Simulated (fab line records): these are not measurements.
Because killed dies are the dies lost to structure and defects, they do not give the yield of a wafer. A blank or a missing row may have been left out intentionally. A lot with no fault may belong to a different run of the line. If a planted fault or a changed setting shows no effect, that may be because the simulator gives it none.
Tool commonality check    flow berkeley_cmos170    Lots sampled 14, wafers sampled 42

== REASON FOR OPENING ==
Of 14 lots, 2 have the reading NLDD_TW flagged at UCB170_NLDD_TW_MEAS_11. Fault-free wafers read 2221, with a standard deviation of 22.
Rule: a lot gets a flag if all its wafers with a number sit over 4 standard deviations from that mean, or if no wafer of it has a number. As for the other lots, they are considered sound.

lot   measured      on             NLDD_TW, wafer by wafer  flag
L349  day 5 19:45   film_metro-01  2245 2247 2247           
L350  day 6 05:59   film_metro-01  2238 2244 2248           
L351  day 6 19:40   film_metro-04  2197 2192 2179           
L354  day 7 03:28   film_metro-01  2242 2245 2226           
L357  day 7 03:53   film_metro-01  2218 2238 2223           
L356  day 7 04:38   film_metro-04  2183 2181 2180           
L359  day 8 03:14   film_metro-04  2198 2199 2196           
L361  day 8 11:38   film_metro-04  2197 2173 2202           
L362  day 8 22:49   film_metro-04  2196 2203 2203           
L364  day 9 13:11   film_metro-01  2366 2361 2363           FLAGGED
L366  day 9 21:40   film_metro-03  2200 2203 2209           
L368  day 10 02:01  film_metro-03  2341 2330 2336           FLAGGED
L369  day 10 10:27  film_metro-01  2250 2237 2247           
L370  day 10 10:41  film_metro-03  2225 2224 2225           
Average over the flagged lots: 2350; offset from the usual +128, equal to +6 standard deviations.

== WHICH TOOL RAN EACH LOT ==
The record keeps 1 process step preceding the reading, out of 331 steps on the route. Read each cell as the tool, then ch plus the chambers that the sampled wafers visited, then the start.
lot   flag     UCB170_NLDD_IMPLANT_09
L349           implanter-04 ch 0, day 5 19:30
L350           implanter-04 ch 0, day 6 05:45
L351           implanter-04 ch 0, day 6 19:25
L354           implanter-04 ch 0, day 7 03:13
L357           implanter-02 ch 0, day 7 03:40
L356           implanter-02 ch 0, day 7 04:01
L359           implanter-02 ch 0, day 8 03:01
L361           implanter-04 ch 0, day 8 11:23
L362           implanter-04 ch 0, day 8 22:34
L364  FLAGGED  implanter-04 ch 0, day 9 12:56
L366           implanter-02 ch 0, day 9 21:21
L368  FLAGGED  implanter-04 ch 0, day 10 01:46
L369           implanter-02 ch 0, day 10 10:13
L370           implanter-03 ch 0, day 10 10:28
What these steps do:
- UCB170_NLDD_IMPLANT_09
- UCB170_NLDD_TW_MEAS_11

== FLAGGED OVER TOTAL, TOOL BY TOOL (the gauges that took the reading come last) ==
step                    tool           lots run  flagged  share of the flagged lots  sound lots run after its first flagged lot
UCB170_NLDD_IMPLANT_09  implanter-02   5         0        none                       -
UCB170_NLDD_IMPLANT_09  implanter-03   1         0        none                       -
UCB170_NLDD_IMPLANT_09  implanter-04   8         2        all                        0
UCB170_NLDD_TW_MEAS_11  film_metro-01  6         1        some                       1 (L369)
UCB170_NLDD_TW_MEAS_11  film_metro-03  3         1        some                       1 (L370)
UCB170_NLDD_TW_MEAS_11  film_metro-04  5         0        none                       -

== WHAT THE TABLE PERMITS ==
Rows of the table that ran each flagged lot: 1, that is implanter-04 at UCB170_NLDD_IMPLANT_09.
- implanter-04 at UCB170_NLDD_IMPLANT_09 ran 8 lots, 2 of them flagged. It ran its last sound lot, L362, at day 8 22:34 and its first flagged lot, L364, at day 9 12:56: a fault with its onset between the two fits. Its own readings lie more than 4 standard deviations out on every wafer of the flagged lots: dose_ions_cm2, faraday_current_uA.
What remains is a single tool, implanter-04 at UCB170_NLDD_IMPLANT_09.

== WHAT THE SIMULATOR PUT IN ==
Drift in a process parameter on implanter-04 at UCB170_NLDD_IMPLANT_09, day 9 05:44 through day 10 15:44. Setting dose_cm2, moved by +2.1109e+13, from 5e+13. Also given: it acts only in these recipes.
Struck lots among those shown: L364, L368. Same finding as the rule above.
